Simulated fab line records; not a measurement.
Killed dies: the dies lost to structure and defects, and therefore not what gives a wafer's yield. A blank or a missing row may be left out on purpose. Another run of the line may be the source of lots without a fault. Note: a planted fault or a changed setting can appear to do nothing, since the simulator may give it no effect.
Struck lot and sound lot, side by side | flow berkeley-cmos170 | 16 steps out of a route of 331
Sound: the wafers L168.2, L168.3, L168.5. Wafers L176.1, L176.3, L176.4 were the ones struck. The cause is given at the end.
For every step that has rows: the tool of each side, followed by ch and its chambers, followed by its first start. Under that, the readings that differ: sound wafers | struck wafers | difference of the means | sigmas: that difference in standard deviations of wafers without a fault.
alike: same words and numbers on both sides, and readings whose means sit less than 2 such deviations apart. not compared: any withheld reading, any reading some wafer has no value for, any bound like >300 that may hide the same value, and any number with overlapping values for which the record gives no deviation.
The two part at a step that has a row with sigmas, a row that says differs or no value, or rows on one side only. When numbers do not overlap yet have no deviation, they are printed without sigmas and do not part them. A reading that every wafer of one side lacks parts them only if that side has two wafers or more.

UCB170_PWELL_THK_MEAS_03:
  struck on film-metro-02, day 5 09:28; sound on film-metro-02, day 4 00:17
  reading              | sound          | struck         | difference | sigmas
  PWELL_OXIDE_THK (nm) | 25.7 25.3 25.1 | 26.8 26.5 26.5 | +1.2       | +3
then, 2 steps without rows for these wafers: UCB170_PWELL_ANNEAL_04 (time 900 s); UCB170_PWELL_CVD_05 (deposits Si3N4 from SiH2Cl2/NH3, target thk 220 nm, time 3300 s).
UCB170_PWELL_THK_MEAS_06:
  struck on film-metro-01, day 5 15:21; sound on film-metro-01, day 4 06:01
  alike: PWELL_NITRIDE_THK
then, 6 steps without rows for these wafers: UCB170_PWELL_HMDS_07 (prime time 60 s); UCB170_PWELL_COAT_08 (resist thk 900 nm); UCB170_PWELL_SOFTBAKE_09 (time 60 s); UCB170_PWELL_EXPOSE_10 (exposes mask PWELL, target cd 3000 nm); UCB170_PWELL_PEB_11; UCB170_PWELL_DEVELOP_12 (develop time 45 s).
UCB170_PWELL_OVL_MEAS_13:
  struck on overlay-01, day 5 16:46; sound on overlay-01, day 4 07:25
  alike: PWELL_OVL
UCB170_PWELL_ETCH_14: etches Si3N4 in CH3F/Ar/O2, stops on SiO2, target depth 242 nm, time 151 s.
  sound on rie-diel-01 ch 0,1, day 4 07:26; struck on rie-diel-02 ch 1,2,3, day 5 16:49
  alike: drypump-motor-current-A, oes-product-au, throttle-valve-pct
  not compared: rf-hours-counter-h
UCB170_PWELL_IMPLANT_15:
  sound on implanter-04 ch 0, day 4 07:34; struck on implanter-02 ch 0, day 5 16:55
  reading            | sound                         | struck                        | difference | sigmas
  dose-ions-cm2      | 4.993e+12 4.991e+12 4.993e+12 | 2.745e+12 2.743e+12 2.745e+12 | -2.248e+12 | -99 or more
  faraday-current-uA | 15.8 15.7 16.0                | 9.0 8.5 8.6                   | -7.1       | -22
UCB170_PWELL_STRIP_16: strips in O2.
  sound on plasma-asher-02 ch 0,1, day 4 07:41; struck on plasma-asher-04 ch 0,1, day 5 17:04
  alike: drypump-motor-current-A, oes-product-au, strip-time-to-endpoint-s
  not compared: rf-hours-counter-h
UCB170_PWELL_TW_MEAS_17:
  struck on film-metro-03, day 5 17:30; sound on film-metro-02, day 4 07:48
  reading  | sound             | struck            | difference | sigmas
  PWELL_TW | 384.2 382.3 383.8 | 315.2 315.7 315.5 | -68.0      | -24
  not compared: hold
UCB170_M3_PROBE_99:
  the record holds rows for the sound wafers here (prober-01, day 8 14:26) but none for the struck ones

== WHERE THEY PART ==
Last at UCB170_M3_PROBE_99 as far as this record goes, first at UCB170_PWELL_THK_MEAS_03.

WHY: what the simulator had put in
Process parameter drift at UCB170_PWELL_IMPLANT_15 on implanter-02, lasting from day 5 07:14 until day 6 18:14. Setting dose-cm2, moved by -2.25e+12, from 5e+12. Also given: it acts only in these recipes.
